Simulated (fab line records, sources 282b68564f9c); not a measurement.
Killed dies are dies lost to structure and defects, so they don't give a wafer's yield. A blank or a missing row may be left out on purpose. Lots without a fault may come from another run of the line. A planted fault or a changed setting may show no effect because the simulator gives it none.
fab line records | flow rit_cmos | part 1 of 2: steps 1 to 31 of 44
record lots=5 wafers=15 last_day=7
route steps=202 shown NSD@139 PSD@142 SDANNEAL@153 PLDD@159 NLDD@160 SILICIDE@161 CONTACT@168
lots that met no fault: from a run of the same line without faults
start_h: hours from the record's first day to the start of the lot's first wafer shown | wait_h: hours since the lot's step before | " the same as in the row above | L1.1+2: a row that stands for several wafers | - no value, or no start given | * or withheld: withheld | < > ~ a bound
route shown NAME@n: a module of which the file shows steps, and the number in the route of the first | usual: mean/standard deviation of fault-free wafers | same: alike in all rows | chamber/n: place in a boat | sites: the reading at each site | _std_site: their standard deviation | _edge_site: outer sites' mean less inner sites' | radius_mm: how far each site lies from the wafer's centre | mask NAME#n: copy n | behind: the tool/chamber that last shaped the wafer | hold: why the lot was held/for how many hours/how that ended | device: the transistor (n, p or np) that didn't switch | end of line: the same wafers' tests at the end of the route | a step without rows: its recipe alone | killed: dies lost to structure and defects at the first sort, not the wafer's yield | map: a wafer's dies, x killed, . not, _ none there
set.NAME: the setting as run; set.NAME@STEP: as run at that earlier step | model.NAME: the simulator's own value behind a step, which no gauge read
lots at some steps of the route; a table a step, a row a wafer
services: from which hour (start_h, from the record's first day; less than 0 if before it) a tool's chamber was out of use, for how many hours, and why
## steps
# step RIT_NSD_IMPLANT_08
# recipe species=P energy_kev=25 dose_cm2=1e+15 tilt_deg=7
# usual tilt_deg=7.000/0.02
# columns lot.wafer tool chamber start_h wait_h tilt_deg
L074.2 implanter-03 0 53.69 0.1 6.988
L074.3 " 0 " " 6.962
L074.5 " 0 " " 6.948
L080.2 implanter-01 0 80.13 0.1 7.001
L080.3 " 0 " " 6.989
L080.6 " 0 " " 7.005
L082.1 implanter-03 0 89.70 0.1 7.018
L082.2 " 0 " " 7.000
L082.4 " 0 " " 7.005
L090.2 implanter-03 0 134.88 0.1 7.023
L090.3 " 0 " " 6.990
L090.4 " 0 " " 6.986
L093.2 implanter-03 0 161.50 0.1 7.022
L093.4 " 0 " " 7.041
L093.5 " 0 " " 6.985
# step RIT_NSD_STRIP_09
# recipe chemistry=O2 time_s=180 resist=NOVOLAK platen_temp_c=withheld power_w=500 pressure_mtorr=4000 o2_flow_sccm=4000
# usual drypump_motor_current_A=5.7/0.4 rf_refl_power_W=8.0/1.6
# same time_s=180
# columns lot.wafer tool chamber start_h wait_h drypump_motor_current_A rf_hours_counter_h rf_refl_power_W
L074.2 plasma_asher-01 0 53.81 0.1 5.1 40 6.3
L074.3 " 1 " " 5.2 - 9.3
L074.5 " 0 " " 5.1 - 6.8
L080.2 plasma_asher-03 1 80.25 0.1 5.7 44 8.0
L080.3 " 1 " " 5.7 - 8.3
L080.6 " 1 " " 5.7 - 8.2
L082.1 plasma_asher-01 0 89.85 0.1 5.1 44 6.2
L082.2 " 1 " " 5.2 44 9.4
L082.4 " 1 " " 5.2 - 9.0
L090.2 plasma_asher-03 1 135.01 0.1 5.6 50 8.2
L090.3 " 0 " " 6.0 - 9.7
L090.4 " 1 " " 5.7 - 8.3
L093.2 plasma_asher-03 0 161.63 0.1 6.0 52 9.1
L093.4 " 1 " " 5.7 - 8.2
L093.5 " 0 " " 6.0 - 9.2
# step RIT_NSD_TW_MEAS_10
# usual NSD_TW=3122/28
# columns lot.wafer tool chamber start_h wait_h NSD_TW
L074.2 film_metro-02 - 54.00 0.1 3148
L074.3 " - " " 3143
L074.5 " - " " 3143
L080.2 film_metro-03 - 80.44 0.1 3140
L080.3 " - " " 3109
L080.6 " - " " 3103
L082.1 film_metro-03 - 90.03 0.1 3114
L082.2 " - " " 3105
L082.4 " - " " 3104
L090.2 film_metro-02 - 135.19 0.1 3154
L090.3 " - " " 3149
L090.4 " - " " 3171
L093.2 film_metro-01 - 161.81 0.1 3084
L093.4 " - " " 3084
L093.5 " - " " 3086
# step RIT_PSD_HMDS_00
# recipe prime_time_s=60 prime_temp_c=140
# columns lot.wafer tool chamber start_h wait_h
L074.2+3+5 litho_track-02 0 54.07 0.1
L080.2+3+6 litho_track-02 0 80.57 0.1
L082.1+2+4 litho_track-02 0 90.09 0.1
L090.2+3+4 litho_track-02 0 135.27 0.1
L093.2+4+5 litho_track-03 0 161.89 0.1
# step RIT_PSD_COAT_01
# recipe resist=NOVOLAK spin_rpm=3250 resist_thk_nm=1000
# columns lot.wafer tool chamber start_h wait_h
L074.2+3+5 litho_track-02 0 54.22 0.1
L080.2+3+6 litho_track-02 0 80.72 0.1
L082.1+2+4 litho_track-02 0 90.24 0.1
L090.2+3+4 litho_track-02 0 135.42 0.1
L093.2+4+5 litho_track-03 0 162.04 0.1
# step RIT_PSD_SOFTBAKE_02
# recipe resist=NOVOLAK temp_c=90 time_s=60
# same time_s=60
# columns lot.wafer tool chamber start_h wait_h
L074.2+3+5 litho_track-02 0 54.37 0.1
L080.2+3+6 litho_track-02 0 80.87 0.1
L082.1+2+4 litho_track-02 0 90.39 0.1
L090.2+3+4 litho_track-02 0 135.57 0.1
L093.2+4+5 litho_track-03 0 162.19 0.1
# step RIT_PSD_EXPOSE_03
# recipe mask_id=M10 na=0.57 target_cd_nm=40900 dose_mj=250
# columns lot.wafer tool chamber start_h wait_h mask
L074.2+3+5 iline_stepper-02 0 54.52 0.1 M10#0
L080.2+3+6 iline_stepper-01 0 81.14 0.2 M10#0
L082.1+2+4 iline_stepper-02 0 90.66 0.2 M10#0
L090.2+3+4 iline_stepper-01 0 135.71 0.1 M10#0
L093.2+4+5 iline_stepper-01 0 162.33 0.1 M10#0
# step RIT_PSD_PEB_04
# recipe resist=NOVOLAK temp_c=withheld time_s=withheld
# columns lot.wafer tool chamber start_h wait_h
L074.2+3+5 litho_track-02 0 54.80 0.3
L080.2+3+6 litho_track-02 0 81.26 0.1
L082.1+2+4 litho_track-01 0 90.78 0.1
L090.2+3+4 litho_track-02 0 135.84 0.1
L093.2+4+5 litho_track-03 0 162.45 0.1
# step RIT_PSD_DEVELOP_05
# recipe resist=NOVOLAK develop_time_s=50 dev_temp_c=23
# columns lot.wafer tool chamber start_h wait_h
L074.2+3+5 litho_track-02 0 - -
L080.2+3+6 litho_track-02 0 - -
L082.1+2+4 litho_track-01 0 - -
L090.2+3+4 litho_track-02 0 - -
L093.2+4+5 litho_track-03 0 - -
# step RIT_PSD_OVL_MEAS_06
# usual PSD_OVL=0.4/1.5
# columns lot.wafer tool chamber start_h wait_h PSD_OVL[nm]
L074.2 overlay-02 - 55.07 - 2.1
L074.3 " - " " 1.2
L074.5 " - " " 2.6
L080.2 overlay-01 - 81.52 - 1.3
L080.3 " - " " 1.0
L080.6 " - " " 4.4
L082.1 overlay-02 - 91.06 - -1.0
L082.2 " - " " -0.2
L082.4 " - " " 1.0
L090.2 overlay-02 - 136.10 - -0.2
L090.3 " - " " 0.6
L090.4 " - " " -1.0
L093.2 overlay-02 - 162.72 - 0.4
L093.4 " - " " 0.5
L093.5 " - " " 1.5
# step RIT_PSD_HARDBAKE_07
# recipe resist=NOVOLAK temp_c=140 time_s=60
# same time_s=60
# columns lot.wafer tool chamber start_h wait_h
L074.2+3+5 litho_track-01 0 55.12 0.0
L080.2+3+6 litho_track-01 0 81.58 0.0
L082.1+2+4 litho_track-01 0 91.10 0.0
L090.2+3+4 litho_track-03 0 136.16 0.0
L093.2+4+5 litho_track-03 0 162.77 0.0
# step RIT_PSD_IMPLANT_08
# recipe species=BF2 energy_kev=27 dose_cm2=5e+15 tilt_deg=7
# usual tilt_deg=6.998/0.019
# columns lot.wafer tool chamber start_h wait_h tilt_deg
L074.2 implanter-04 0 55.27 0.1 6.993
L074.3 " 0 " " 6.999
L074.5 " 0 " " 6.984
L080.2 implanter-04 0 81.73 0.1 6.969
L080.3 " 0 " " 6.994
L080.6 " 0 " " 6.968
L082.1 implanter-01 0 91.25 0.1 7.025
L082.2 " 0 " " 7.013
L082.4 " 0 " " 7.017
L090.2 implanter-02 0 136.31 0.1 7.011
L090.3 " 0 " " 7.006
L090.4 " 0 " " 7.002
L093.2 implanter-04 0 162.92 0.1 7.044
L093.4 " 0 " " 7.027
L093.5 " 0 " " 7.017
# step RIT_PSD_STRIP_09
# recipe chemistry=O2 time_s=180 resist=NOVOLAK platen_temp_c=withheld power_w=500 pressure_mtorr=4000 o2_flow_sccm=4000
# usual drypump_motor_current_A=5.9/0.49 rf_refl_power_W=7.3/1.6
# same time_s=180
# columns lot.wafer tool chamber start_h wait_h drypump_motor_current_A rf_hours_counter_h rf_refl_power_W
L074.2 plasma_asher-03 1 55.40 0.1 5.7 41 8.4
L074.3 " 0 " " 6.1 - 9.3
L074.5 " 0 " " 6.0 - 9.5
L080.2 plasma_asher-02 1 81.85 0.1 5.1 29 7.2
L080.3 " 0 " " 6.5 - 8.9
L080.6 " 0 " " 6.5 - 8.8
L082.1 plasma_asher-02 1 91.40 0.1 5.1 30 7.0
L082.2 " 0 " " 6.5 30 8.9
L082.4 " 1 " " 5.1 - 7.0
L090.2 plasma_asher-02 1 136.43 0.1 5.1 35 7.0
L090.3 " 0 " " 6.5 - 8.9
L090.4 " 1 " " 5.1 - 7.3
L093.2 plasma_asher-04 1 163.05 0.1 6.4 4 5.2
L093.4 " 0 " " 5.8 - 5.5
L093.5 " 1 " " 6.4 - 5.2
# step RIT_PSD_TW_MEAS_10
# usual PSD_TW=3432/35
# columns lot.wafer tool chamber start_h wait_h PSD_TW
L074.2 film_metro-02 - 55.58 0.1 3439
L074.3 " - " " 3456
L074.5 " - " " 3461
L080.2 film_metro-01 - 82.04 0.1 3379
L080.3 " - " " 3367
L080.6 " - " " 3359
L082.1 film_metro-02 - 91.57 0.1 3467
L082.2 " - " " 3454
L082.4 " - " " 3479
L090.2 film_metro-03 - 136.62 0.1 3423
L090.3 " - " " 3404
L090.4 " - " " 3424
L093.2 film_metro-02 - 163.23 0.1 3450
L093.4 " - " " 3448
L093.5 " - " " 3448
# step RIT_SDANNEAL_CLEAN_00
# recipe chemistry=SC1 mix=3:3:50 time_s=587.1 temp_c=75
# same time_s=587.1
# columns lot.wafer tool chamber start_h wait_h
L074.2+3+5 wet_bench-03 3 55.63 0.0
L080.2+3+6 wet_bench-03 1 82.09 0.0
L082.1+2+4 wet_bench-01 0 91.63 0.1
L090.2+3+4 wet_bench-03 0 136.67 0.0
L093.2+4+5 wet_bench-01 3 163.28 0.0
# step RIT_SDANNEAL_CLEAN_01
# recipe chemistry=dHF dilution=50:1 time_s=30
# same time_s=30
# columns lot.wafer tool chamber start_h wait_h
L074.2+3+5 wet_bench-02 2 55.81 0.0
L080.2+3+6 wet_bench-02 0 82.28 0.0
L082.1+2+4 wet_bench-03 1 91.82 0.0
L090.2+3+4 wet_bench-01 0 136.86 0.0
L093.2+4+5 wet_bench-02 0 163.47 0.0
# step RIT_SDANNEAL_CLEAN_02
# recipe chemistry=SC2 mix=3:3:50 time_s=600 temp_c=75 dry=n2_spin
# same time_s=600
# columns lot.wafer tool chamber start_h wait_h
L074.2+3+5 wet_bench-01 1 55.83 0.0
L080.2+3+6 wet_bench-03 3 82.29 0.0
L082.1+2+4 wet_bench-01 2 91.84 0.0
L090.2+3+4 wet_bench-02 2 136.87 0.0
L093.2+4+5 wet_bench-03 1 163.49 0.0
# step RIT_SDANNEAL_RTA_03
# recipe temp_c=1050 time_s=5 idle_temp_c=600 ramp_up_c_per_s=342 ramp_down_c_per_s=171 cool_to_c=600 ambient=N2
# usual ramp_up_c_per_s=342.00/0.056 wafer_temp_C_max=1053.4/1.1
# same time_s=5
# columns lot.wafer tool chamber start_h wait_h ramp_up_c_per_s wafer_temp_C_max
L074.2 rtp_anneal-01 0 56.01 0.0 341.97 1052.0
L074.3 " 0 " " 342.03 1053.3
L074.5 " 0 " " 341.83 1052.1
L080.2 rtp_anneal-01 0 82.50 0.0 341.99 1053.5
L080.3 " 0 " " 342.08 1052.5
L080.6 " 0 " " 341.95 1052.7
L082.1 rtp_anneal-01 0 92.03 0.0 342.05 1054.0
L082.2 " 0 " " 342.08 1053.9
L082.4 " 0 " " 342.21 1052.0
L090.2 rtp_anneal-01 0 137.08 0.0 341.97 1052.3
L090.3 " 0 " " 341.96 1053.8
L090.4 " 0 " " 342.04 1054.1
L093.2 rtp_anneal-02 0 163.73 0.0 342.02 1053.7
L093.4 " 0 " " 341.98 1055.5
L093.5 " 0 " " 342.08 1053.1
# step RIT_SDANNEAL_RS_MEAS_04
# recipe thk_meas_gauge=four-point-probe
# usual PSD_RS=115.8/0.32
# columns lot.wafer tool chamber start_h wait_h PSD_RS[ohm/sq]
L074.2 film_metro-03 - 56.08 0.1 115.9
L074.3 " - " " 115.7
L074.5 " - " " 115.6
L080.2 film_metro-03 - 82.56 0.1 115.6
L080.3 " - " " 115.5
L080.6 " - " " 115.2
L082.1 film_metro-02 - 92.09 0.0 116.1
L082.2 " - " " 116.1
L082.4 " - " " 116.4
L090.2 film_metro-01 - 137.14 0.1 115.8
L090.3 " - " " 115.9
L090.4 " - " " 115.9
L093.2 film_metro-01 - 163.80 0.1 115.4
L093.4 " - " " 115.3
L093.5 " - " " 115.7
# step RIT_SDANNEAL_RS_MEAS_05
# recipe thk_meas_gauge=four-point-probe
# usual NSD_RS=84.5/0.3
# columns lot.wafer tool chamber start_h wait_h NSD_RS[ohm/sq]
L074.2 film_metro-03 - 56.20 0.1 83.9
L074.3 " - " " 84.1
L074.5 " - " " 84.0
L080.2 film_metro-03 - 82.68 0.1 84.2
L080.3 " - " " 84.2
L080.6 " - " " 84.1
L082.1 film_metro-02 - 92.21 0.1 84.4
L082.2 " - " " 84.7
L082.4 " - " " 84.7
L090.2 film_metro-01 - 137.26 0.1 84.3
L090.3 " - " " 84.3
L090.4 " - " " 84.1
L093.2 film_metro-01 - 163.92 0.1 84.8
L093.4 " - " " 84.6
L093.5 " - " " 84.4
# step RIT_SDANNEAL_RS_MEAS_06
# recipe thk_meas_gauge=four-point-probe
# usual PLDD_RS=178.0/0.49
# columns lot.wafer tool chamber start_h wait_h PLDD_RS[ohm/sq]
L074.2 film_metro-03 - 56.32 0.1 178.2
L074.3 " - " " 177.6
L074.5 " - " " 178.0
L080.2 film_metro-03 - 82.80 0.1 177.8
L080.3 " - " " 177.6
L080.6 " - " " 177.7
L082.1 film_metro-02 - 92.33 0.1 178.5
L082.2 " - " " 179.2
L082.4 " - " " 179.2
L090.2 film_metro-01 - 137.38 0.1 177.9
L090.3 " - " " 177.9
L090.4 " - " " 178.2
L093.2 film_metro-01 - 164.04 0.1 177.5
L093.4 " - " " 177.6
L093.5 " - " " 177.9
# step RIT_SDANNEAL_RS_MEAS_07
# recipe thk_meas_gauge=four-point-probe
# usual NLDD_RS=151.3/0.49
# columns lot.wafer tool chamber start_h wait_h NLDD_RS[ohm/sq]
L074.2 film_metro-03 - 56.44 0.1 151.0
L074.3 " - " " 151.2
L074.5 " - " " 151.5
L080.2 film_metro-03 - 82.92 0.1 151.6
L080.3 " - " " 152.5
L080.6 " - " " 152.0
L082.1 film_metro-02 - 92.45 0.1 151.2
L082.2 " - " " 151.1
L082.4 " - " " 150.3
L090.2 film_metro-01 - 137.50 0.1 151.4
L090.3 " - " " 151.9
L090.4 " - " " 151.7
L093.2 film_metro-01 - 164.16 0.1 151.8
L093.4 " - " " 151.4
L093.5 " - " " 152.2
# step RIT_SILICIDE_WET_ETCH_00
# recipe chemistry=BOE target=SiO2 target_depth_nm=14 time_s=15 dry=n2_spin dilution=10:1 temp_c=21.5
# same time_s=15
# columns lot.wafer tool chamber start_h wait_h
L074.2+3+5 wet_bench-04 3 56.54 0.1
L080.2+3+6 wet_bench-04 3 83.02 0.1
L082.1+2+4 wet_bench-03 1 92.57 0.1
L090.2+3+4 wet_bench-03 2 137.60 0.1
L093.2+4+5 wet_bench-02 0 164.26 0.1
# step RIT_SILICIDE_SPUTTER_01
# recipe material=Ti target_thk_nm=30 power_w=350 chamber_pressure_pa=0.667 gas=Ar time_s=240 substrate_temp_c=25
# usual throttle_valve_pct=30.1/1
# same time_s=240
# columns lot.wafer tool chamber start_h wait_h throttle_valve_pct
L074.2 pvd_sputter-01 - 56.55 0.0 29.8
L074.3 " - " " 31.1
L074.5 " - " " 31.1
L080.2 pvd_sputter-01 - 83.04 0.0 30.2
L080.3 " - " " 31.2
L080.6 " - " " 30.9
L082.1 pvd_sputter-01 - 92.58 0.0 31.2
L082.2 " - " " 31.0
L082.4 " - " " 31.0
L090.2 pvd_sputter-01 - 137.62 0.0 30.2
L090.3 " - " " 30.9
L090.4 " - " " 31.1
L093.2 pvd_sputter-02 - 164.27 0.0 30.9
L093.4 " - " " 27.4
L093.5 " - " " 29.8
# step RIT_SILICIDE_RS_MEAS_02
# recipe thk_meas_gauge=four-point-probe reads=Ti_of_SILICIDE_SPUTTER_01
# usual SILICIDE_TI_RS=47.3/0.88
# columns lot.wafer tool chamber start_h wait_h SILICIDE_TI_RS[ohm/sq]
L074.2 film_metro-04 - 56.72 0.1 48.0
L074.3 " - " " 48.0
L074.5 " - " " 47.2
L080.2 film_metro-03 - 83.21 0.1 48.6
L080.3 " - " " 47.7
L080.6 " - " " 47.3
L082.1 film_metro-04 - 92.73 0.1 47.9
L082.2 " - " " 47.9
L082.4 " - " " 48.0
L090.2 film_metro-03 - 137.79 0.1 47.9
L090.3 " - " " 46.9
L090.4 " - " " 46.9
L093.2 film_metro-04 - 164.44 0.1 48.0
L093.4 " - " " 46.9
L093.5 " - " " 48.2
# step RIT_SILICIDE_THK_MEAS_03
# recipe thk_meas_gauge=xrf reads=Ti_of_SILICIDE_SPUTTER_01
# usual SILICIDE_TI_THK=29.7/0.48
# columns lot.wafer tool chamber start_h wait_h SILICIDE_TI_THK[nm]
L074.2 film_metro-04 - 56.83 0.1 29.5
L074.3 " - " " 29.5
L074.5 " - " " 30.0
L080.2 film_metro-03 - 83.32 0.1 28.9
L080.3 " - " " 29.4
L080.6 " - " " 29.6
L082.1 film_metro-04 - 92.85 0.1 29.6
L082.2 " - " " 29.5
L082.4 " - " " 29.5
L090.2 film_metro-03 - 137.90 0.1 29.3
L090.3 " - " " 29.8
L090.4 " - " " 29.6
L093.2 film_metro-04 - 164.55 0.1 29.5
L093.4 " - " " 29.9
L093.5 " - " " 29.3
# step RIT_SILICIDE_RTA_04
# recipe temp_c=650 time_s=10 idle_temp_c=25 ramp_up_s=5 ramp_down_s=5 cool_to_c=25 ambient=N2
# usual wafer_temp_C_max=653.0/0.9
# same time_s=10
# columns lot.wafer tool chamber start_h wait_h wafer_temp_C_max
L074.2 rtp_anneal-02 0 56.89 0.1 652.8
L074.3 " 0 " " 653.5
L074.5 " 0 " " 653.4
L080.2 rtp_anneal-02 0 83.38 0.1 653.7
L080.3 " 0 " " 653.4
L080.6 " 0 " " 654.1
L082.1 rtp_anneal-02 0 92.91 0.1 653.9
L082.2 " 0 " " 654.8
L082.4 " 0 " " 652.8
L090.2 rtp_anneal-02 0 137.96 0.1 653.1
L090.3 " 0 " " 654.2
L090.4 " 0 " " 653.2
L093.2 rtp_anneal-01 0 164.61 0.1 652.2
L093.4 " 0 " " 651.9
L093.5 " 0 " " 652.0
# step RIT_SILICIDE_WET_ETCH_05
# recipe chemistry=SPM target=Ti temp_c=90 time_s=120 dry=n2_spin
# same time_s=120
# columns lot.wafer tool chamber start_h wait_h
L074.2+3+5 wet_bench-04 2 56.95 0.0
L080.2+3+6 wet_bench-02 2 83.43 0.0
L082.1+2+4 wet_bench-02 0 92.98 0.1
L090.2+3+4 wet_bench-02 3 138.01 0.0
L093.2+4+5 wet_bench-04 2 164.67 0.0
# step RIT_SILICIDE_RTA_06
# recipe temp_c=750 time_s=10 idle_temp_c=25 ramp_up_s=5 ramp_down_s=10 cool_to_c=25 ambient=N2
# usual wafer_temp_C_max=753.3/0.97
# same time_s=10
# columns lot.wafer tool chamber start_h wait_h wafer_temp_C_max
L074.2 rtp_anneal-01 0 57.00 0.0 753.2
L074.3 " 0 " " 753.3
L074.5 " 0 " " 753.0
L080.2 rtp_anneal-01 0 83.49 0.0 753.4
L080.3 " 0 " " 752.4
L080.6 " 0 " " 753.5
L082.1 rtp_anneal-01 0 93.02 0.0 752.9
L082.2 " 0 " " 752.6
L082.4 " 0 " " 752.2
L090.2 rtp_anneal-01 0 138.07 0.0 752.1
L090.3 " 0 " " 752.7
L090.4 " 0 " " 753.1
L093.2 rtp_anneal-02 0 164.72 0.0 753.0
L093.4 " 0 " " 752.8
L093.5 " 0 " " 753.0
# step RIT_CONTACT_CVD_00
# recipe material=SiO2 target_thk_nm=400 precursor=TEOS temp_c=390 time_s=61 rf_w=391.4
# usual heater_power_w=305/59
# same time_s=61
# columns lot.wafer tool chamber start_h wait_h heater_power_w
L074.2 pecvd-03 1 57.06 0.0 231
L074.3 " 1 " " 239
L074.5 " 1 " " 243
L080.2 pecvd-03 2 83.54 0.0 318
L080.3 " 0 " " 261
L080.6 " 1 " " 190
L082.1 pecvd-04 1 93.09 0.1 230
L082.2 " 2 " " 356
L082.4 " 2 " " 368
L090.2 pecvd-01 1 138.13 0.0 318
L090.3 " 2 " " 357
L090.4 " 1 " " 317
L093.2 pecvd-01 2 164.78 0.0 334
L093.4 " 2 " " 346
L093.5 " 1 " " 319
# step RIT_CONTACT_THK_MEAS_01
# recipe reads=SiO2_of_CONTACT_CVD_00
# usual CONTACT_TEOS_THK=393/5.3
# columns lot.wafer tool chamber start_h wait_h CONTACT_TEOS_THK[nm]
L074.2 film_metro-04 - 57.14 0.1 387
L074.3 " - " " 391
L074.5 " - " " 389
L080.2 film_metro-04 - 83.60 0.0 388
L080.3 " - " " 391
L080.6 " - " " 400
L082.1 film_metro-02 - 93.14 0.0 387
L082.2 " - " " 387
L082.4 " - " " 391
L090.2 film_metro-04 - 138.19 0.0 399
L090.3 " - " " 391
L090.4 " - " " 400
L093.2 film_metro-02 - 164.84 0.0 396
L093.4 " - " " 404
L093.5 " - " " 401
